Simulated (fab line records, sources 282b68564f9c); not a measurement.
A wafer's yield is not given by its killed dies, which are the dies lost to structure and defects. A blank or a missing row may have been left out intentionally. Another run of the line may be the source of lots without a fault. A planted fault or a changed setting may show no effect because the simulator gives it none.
A struck lot beside a sound one -- flow ritCmos -- 16 out of 202 route steps
Sound: wafers L996.2, L996.3, L996.6. The struck wafers were L111.1, L111.2, L111.3. Last of all comes the cause.
For every step that has rows: the tool of each side, followed by ch and its chambers, followed by its first start. Under that, the readings that differ: sound wafers -- struck wafers -- difference of the means -- sigmas: that difference in standard deviations of wafers without a fault.
alike: same words and numbers on both sides, and readings whose means sit less than 2 such deviations apart. not compared: any withheld reading, any reading some wafer has no value for, any bound like >300 that may hide the same value, and any number with overlapping values for which the record gives no deviation.
Wherever a step has rows on one side only, a row that says differs or no value, or a row with sigmas, the two part there. Numbers that don't overlap but have no deviation are shown without sigmas and don't part them. A reading that every wafer of one side lacks parts them only if that side has two wafers or more.

first, 4 steps without rows for these wafers: RIT_PLDD_SOFTBAKE_02 (time 60 s); RIT_PLDD_EXPOSE_03 (exposes mask M8, target cd 40900 nm); RIT_PLDD_PEB_04; RIT_PLDD_DEVELOP_05 (develop time 50 s).
RIT_PLDD_OVL_MEAS_06:
  sound: overlay-01 at day 4 01:14; struck: overlay-01 at day 6 22:53
  alike: PLDD_OVL
then, 2 steps without rows for these wafers: RIT_PLDD_HARDBAKE_07 (time 60 s); RIT_PLDD_IMPLANT_08.
RIT_PLDD_STRIP_09: strips in O2, time 180 s.
  sound on plasmaAsher-01 ch 0,1, day 4 01:34; struck on plasmaAsher-03 ch 0,1, day 6 23:14
  alike: drypumpMotorCurrentA
  not compared: rfHoursCounterH
RIT_PLDD_TW_MEAS_10:
  sound: filmMetro-03 at day 4 01:45; struck: filmMetro-03 at day 6 23:25
  alike: PLDD_TW
then, 3 steps without rows for these wafers: RIT_SPACER_CLEAN_00 (cleans in SC1, time 600 s); RIT_SPACER_CLEAN_01 (cleans in dHF, time 30 s); RIT_SPACER_CLEAN_02 (cleans in SC2, time 600 s).
RIT_SPACER_CVD_03: deposits Si3N4 from SiH2Cl2/NH3, target thk 250 nm, time 3300 s.
  sound on lpcvd-01 ch 0, day 4 02:10; struck on lpcvd-02 ch 1, day 7 00:20
reading,sound,struck,difference,sigmas
spikeTcCentreC (C),812.8 810.6 811.8,830.0 831.3 831.5,+19.2,+14
spikeTcLoadC (C),836 836 837,862 862 863,+26,+6
spikeTcSourceC (C),831.2 828.1 830.3,853.1 851.5 852.6,+22.5,+16
model.Si3N4_of_SPACER_CVD_03.thkNm (nm),249.3 249.9 247.8,353.1 354.7 352.8,+104.5,
  alike: nh3FlowSccm
RIT_SPACER_THK_MEAS_04:
  sound: filmMetro-03 at day 4 04:05; struck: filmMetro-04 at day 7 02:14
reading,sound,struck,difference,sigmas
SPACER_NITRIDE_THK (nm),249.3 250.1 247.8,353.1 354.7 353.0,+104.5,+44
RIT_SPACER_ETCHBACK_05: etches Si3N4 in SF6/CHF3, stops on SiO2, target depth 250 nm, time 240 s.
  sound on rieDiel-04 ch 0,1,3, day 4 04:08; struck on rieDiel-04 ch 0,1,3, day 7 02:18
reading,sound,struck,difference,sigmas
oesProductAu (a.u.),0.845 0.851 0.840,0.992 0.990 1.002,+0.149,+11
model.Si3N4_of_SPACER_CVD_03.thkNm (nm),194.8 196 195.2,277.7 280.5 276.1,+82.8,
model.etch.depthNm (nm),249.3 249.9 247.8,308.9 302.5 314.5,+59.6,
  alike: drypumpMotorCurrentA, throttleValvePct
  not compared: rfHoursCounterH
RIT_M1_PROBE_99:
  record: rows for the struck wafers here (prober-01, day 7 13:37), none for the sound ones

WHERE THEY PART
Last at RIT_M1_PROBE_99 as far as this record goes, first at RIT_SPACER_CVD_03.

WHY: whatever the simulator had introduced
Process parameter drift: lpcvd-02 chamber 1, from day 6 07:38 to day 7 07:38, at RIT_SPACER_CVD_03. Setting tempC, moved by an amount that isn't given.
